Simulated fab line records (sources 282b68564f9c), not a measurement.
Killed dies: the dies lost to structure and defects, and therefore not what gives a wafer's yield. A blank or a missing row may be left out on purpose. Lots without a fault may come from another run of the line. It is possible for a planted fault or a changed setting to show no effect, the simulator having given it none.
Struck lot and sound lot, side by side -- flow rit-cmos -- 27 steps out of a route of 202
Sound: the wafers L318.1, L318.4, L318.5. Wafers L316.4, L316.5, L316.6 were the ones struck. At the end, the cause is stated.
For every step that has rows: the tool of each side, followed by ch and its chambers, followed by its first start. Under that, the readings that differ: sound wafers -- struck wafers -- difference of the means -- sigmas: that difference in standard deviations of wafers without a fault.
alike: same words and numbers on both sides, and readings whose means sit less than 2 such deviations apart. not compared: any withheld reading, any reading some wafer has no value for, any bound like >300 that may hide the same value, and any number with overlapping values for which the record gives no deviation.
A row with sigmas, a row that says differs or no value, or rows on one side alone: a step with any of these is where the two part. Non-overlapping numbers with no deviation appear without sigmas and do not part them. Lack of a reading on every wafer of one side parts them only where that side has two or more wafers.

RIT_ACTIVE_BOW_MEAS_00:
  sound on film-metro-04, day 5 19:00; struck on film-metro-04, day 5 09:04
  alike: INCOMING_BOW
then, 1 step without rows for these wafers: RIT_ACTIVE_OXIDATION_01 (target thk 46.8 nm, ox time 3360 s).
RIT_ACTIVE_THK_MEAS_02:
  sound on film-metro-04, day 5 21:03; struck on film-metro-03, day 5 11:10
  alike: ACTIVE_OXIDE_THK
RIT_ACTIVE_CVD_03: deposits Si3N4 from SiH2Cl2/NH3, target thk 150 nm, time 1500 s.
  sound on lpcvd-01 ch 0, day 5 21:07; struck on lpcvd-02 ch 0, day 5 11:11
reading,sound,struck,difference,sigmas
pressure-mtorr (mTorr),300.5 300.2 301.1,150.5 150.6 150.9,-149.9,-99 or more
model.Si3N4_of_ACTIVE_CVD_03.thk-nm (nm),149.6 149.7 148.9,120.2 120 120.6,-29.1,
  alike: spike-tc-load-C
RIT_ACTIVE_THK_MEAS_04:
  sound on film-metro-04, day 5 22:32; struck on film-metro-04, day 5 12:38
reading,sound,struck,difference,sigmas
ACTIVE_NITRIDE_THK (nm),149.6 149.8 149.0,120.2 120.0 120.6,-29.2,-22
then, 6 steps without rows for these wafers: RIT_ACTIVE_HMDS_05 (prime time 60 s); RIT_ACTIVE_COAT_06 (resist thk 1000 nm); RIT_ACTIVE_SOFTBAKE_07 (time 60 s); RIT_ACTIVE_EXPOSE_08 (exposes mask M1, target cd 1400 nm); RIT_ACTIVE_PEB_09; RIT_ACTIVE_DEVELOP_10 (develop time 50 s).
RIT_ACTIVE_CD_MEAS_11: target cd 1400 nm.
  sound on cd-sem-01, day 5 23:26; struck on cd-sem-02, day 5 13:43
  alike: cd-nm
then, 1 step without rows for these wafers: RIT_ACTIVE_HARDBAKE_12 (time 60 s).
RIT_ACTIVE_ETCH_13: etches Si3N4 in SF6, stops on SiO2, time 210 s, target depth 210 nm.
  sound on rie-diel-02 ch 0,3, day 5 23:43; struck on rie-diel-03 ch 0,2,3, day 5 13:59
reading,sound,struck,difference,sigmas
oes-product-au (a.u.),0.811 0.799 0.805,0.717 0.731 0.715,-0.084,-7
model.etch.depth-nm (nm),149.6 149.7 148.9,120.2 120 120.6,-29.1,
model.ACTIVE.feature-depth-nm (nm),149.6 149.7 148.9,120.4 120.1 121.7,-28.7,
  alike: drypump-motor-current-A, rf-fwd-power-W, throttle-valve-pct
  not compared: rf-hours-counter-h
RIT_ACTIVE_STRIP_14: strips in O2, time 180 s.
  sound on plasma-asher-02 ch 0,1, day 5 23:50; struck on plasma-asher-03 ch 0,1, day 5 14:07
  alike: drypump-motor-current-A
  not compared: rf-hours-counter-h
RIT_ACTIVE_CD_MEAS_90: target cd 1400 nm.
  sound on cd-sem-02, day 6 00:01; struck on cd-sem-01, day 5 14:17
  alike: cd-nm
then, 4 steps without rows for these wafers: RIT_ACTIVE_CLEAN_15 (cleans in SC1, time 600 s); RIT_ACTIVE_CLEAN_16 (cleans in dHF, time 30 s); RIT_ACTIVE_CLEAN_17 (cleans in SC2, time 600 s); RIT_FOX1_OXIDATION_00 (target thk 350.7 nm, ox time 1130 s).
RIT_FOX1_THK_MEAS_01:
  sound on film-metro-03, day 6 03:46; struck on film-metro-03, day 5 16:03
  alike: FOX1_OXIDE_THK
then, 2 steps without rows for these wafers: RIT_FOX1_WET_ETCH_02 (etches SiO2 in BOE, target depth 350 nm, time 390 s); RIT_FOX2_OXIDATION_00 (target thk 350.7 nm, ox time 1130 s).
RIT_FOX2_THK_MEAS_01:
  sound on film-metro-01, day 6 05:35; struck on film-metro-01, day 5 17:34
  alike: FOX2_OXIDE_THK
RIT_FOX2_CLEAN_02: cleans in dHF, time 180 s.
  sound on wet-bench-01 ch 1, day 6 05:39; struck on wet-bench-02 ch 0, day 5 17:35
reading,sound,struck,difference,sigmas
model.Si3N4_of_ACTIVE_CVD_03.thk-nm (nm),130.2 130.4 129.5,101 100.7 101.3,-29,
then, 1 step without rows for these wafers: RIT_FOX2_WET_ETCH_03 (etches Si3N4 in H3PO4, target depth 195 nm, time 2700 s).
RIT_M1_PROBE_99:
  sound on prober-02, day 7 21:27; struck on prober-02, day 7 11:20
reading,sound,struck,difference,sigmas
model.etest.nldd.width-nm (nm),3188 3208 3187,3156 3144 3142,-47,
model.etest.pplus-sal.width-nm (nm),3455 3448 3438,3436 3413 3410,-27,
  alike: killed-at-contacts, killed-at-front-end, killed-dies, killed-open, killed-short
  not compared: model.etest.pldd.width-nm, model.etest.nplus-sal.width-nm

## WHERE THEY PART
At RIT_ACTIVE_CVD_03 first; at RIT_ACTIVE_ETCH_13 last (within this record only). Later steps at which nothing parts them and some readings are alike: RIT_ACTIVE_STRIP_14, RIT_ACTIVE_CD_MEAS_90, RIT_FOX1_THK_MEAS_01, RIT_FOX2_THK_MEAS_01, RIT_M1_PROBE_99.

WHY: whatever the simulator had introduced
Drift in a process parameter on lpcvd-02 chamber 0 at RIT_ACTIVE_CVD_03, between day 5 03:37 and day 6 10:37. Setting pressure-mtorr, moved by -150, from 300. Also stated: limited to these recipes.
